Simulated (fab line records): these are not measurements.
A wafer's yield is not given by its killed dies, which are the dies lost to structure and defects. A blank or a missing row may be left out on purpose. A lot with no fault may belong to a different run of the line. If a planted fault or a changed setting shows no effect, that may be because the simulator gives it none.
Comparing a struck lot with a sound one + flow berkeley-cmos170 + 24 out of 331 route steps
Sound: wafers L436.4, L436.5, L436.6. The struck wafers were L455.2, L455.3, L455.6. The cause comes at the end.
Per side, at each step with rows, come the tool, then ch with its chambers, and then its first start. Under that, the readings that differ: sound wafers + struck wafers + difference of the means + sigmas: that difference in standard deviations of wafers without a fault.
alike: readings with means less than 2 such deviations apart, plus words and numbers identical on both sides. not compared: withheld readings, readings lacking a value on some wafer, bounds such as >300 that could conceal the same value, and numbers that have no deviation in the record and whose values overlap.
A row with sigmas, a row that says differs or no value, or rows on one side alone: a step with any of these is where the two part. Numbers that don't overlap but have no deviation are shown without sigmas and don't part them. A reading missing from all wafers of one side parts the sides only when that side holds two or more wafers.

first, 6 steps without rows for these wafers: UCB170_ZERO_HMDS_00 (prime time 60 s); UCB170_ZERO_COAT_01 (resist thk 900 nm); UCB170_ZERO_SOFTBAKE_02 (time 60 s); UCB170_ZERO_EXPOSE_03 (exposes mask PM MARKS, target cd 4000 nm); UCB170_ZERO_PEB_04; UCB170_ZERO_DEVELOP_05 (develop time 45 s).
UCB170_ZERO_ETCH_06: etches SiO2 in CHF3/CF4/Ar, time 12 s.
  sound on rie-diel-01 ch 0,3, day 1 22:18; struck on rie-diel-04 ch 1,3, day 6 02:00
  alike: drypump-motor-current-A, oes-product-au, throttle-valve-pct
  not compared: rf-hours-counter-h
UCB170_ZERO_STRIP_07: strips in O2.
  sound on plasma-asher-03 ch 0,1, day 1 22:21; struck on plasma-asher-02 ch 0,1, day 6 02:01
  alike: drypump-motor-current-A, oes-product-au, strip-time-to-endpoint-s
  not compared: rf-hours-counter-h
then, 2 steps without rows for these wafers: UCB170_NWELL_WET_ETCH_00 (etches SiO2 in dHF, time 200 s); UCB170_NWELL_OXIDATION_01 (target thk 26.4 nm, ox time 1260 s).
UCB170_NWELL_THK_MEAS_02:
  sound: film-metro-01 at day 2 02:45; struck: film-metro-01 at day 6 10:14
  alike: NWELL_OXIDE_THK
then, 1 step without rows for these wafers: UCB170_NWELL_ANNEAL_03 (time 900 s).
UCB170_NWELL_CVD_04: deposits Si3N4 from SiH2Cl2/NH3, target thk 224 nm, time 3360 s.
  sound on lpcvd-02 ch 0, day 2 06:40; struck on lpcvd-01 ch 0, day 6 15:04
| reading                                 | sound             | struck           | difference | sigmas      |
|-----------------------------------------|-------------------|------------------|------------|-------------|
| pressure-mtorr (mTorr)                  | 200.5 200.1 199.8 | 100.3 99.9 100.7 | -99.8      | -99 or more |
| model.Si3N4_of_NWELL_CVD_04.thk-nm (nm) | 223.5 221.6 222.3 | 187 186.9 186.2  | -36        |             |
UCB170_NWELL_THK_MEAS_05:
  sound: film-metro-01 at day 2 08:38; struck: film-metro-01 at day 6 17:01
| reading                | sound             | struck            | difference | sigmas |
|------------------------|-------------------|-------------------|------------|--------|
| NWELL_NITRIDE_THK (nm) | 223.4 221.5 222.3 | 187.0 187.0 186.5 | -35.6      | -16    |
then, 6 steps without rows for these wafers: UCB170_NWELL_HMDS_06 (prime time 60 s); UCB170_NWELL_COAT_07 (resist thk 900 nm); UCB170_NWELL_SOFTBAKE_08 (time 60 s); UCB170_NWELL_EXPOSE_09 (exposes mask NWELL, target cd 3000 nm); UCB170_NWELL_PEB_10; UCB170_NWELL_DEVELOP_11 (develop time 45 s).
UCB170_NWELL_OVL_MEAS_12:
  sound: overlay-01 at day 2 10:32; struck: overlay-01 at day 6 18:32
  alike: NWELL_OVL
UCB170_NWELL_ETCH_13: etches Si3N4 in CH3F/Ar/O2, stops on SiO2, target depth 246.4 nm, time 154 s.
  sound on rie-diel-04 ch 0,3, day 2 10:33; struck on rie-diel-04 ch 1,2,3, day 6 18:34
| reading                  | sound             | struck            | difference | sigmas |
|--------------------------|-------------------|-------------------|------------|--------|
| oes-product-au (a.u.)    | 0.932 0.908 0.938 | 0.848 0.833 0.867 | -0.077     | -5     |
| model.etch.depth-nm (nm) | 223.5 221.6 222.3 | 187 186.9 186.2   | -36        |        |
  alike: drypump-motor-current-A, throttle-valve-pct
  not compared: rf-hours-counter-h
after that, 1 step had no rows for these wafers: UCB170_NWELL_IMPLANT_14.
-- the record jumps here: 5 days lie between the struck wafers' starts before and after (it left off in module NWELL and takes up again in module M3, whose first step shown is number 331 of the route) --
UCB170_M3_PROBE_99:
  rows exist in the record for the struck wafers here (prober-01, day 12 05:20), but not for the sound ones

## WHERE THEY PART
At UCB170_NWELL_CVD_04 first; at UCB170_M3_PROBE_99 last (within this record only).

WHY: what the simulator had put in
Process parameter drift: lpcvd-01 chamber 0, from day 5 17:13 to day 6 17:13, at UCB170_NWELL_CVD_04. The setting pressure-mtorr was moved by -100, starting from 200. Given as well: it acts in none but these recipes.
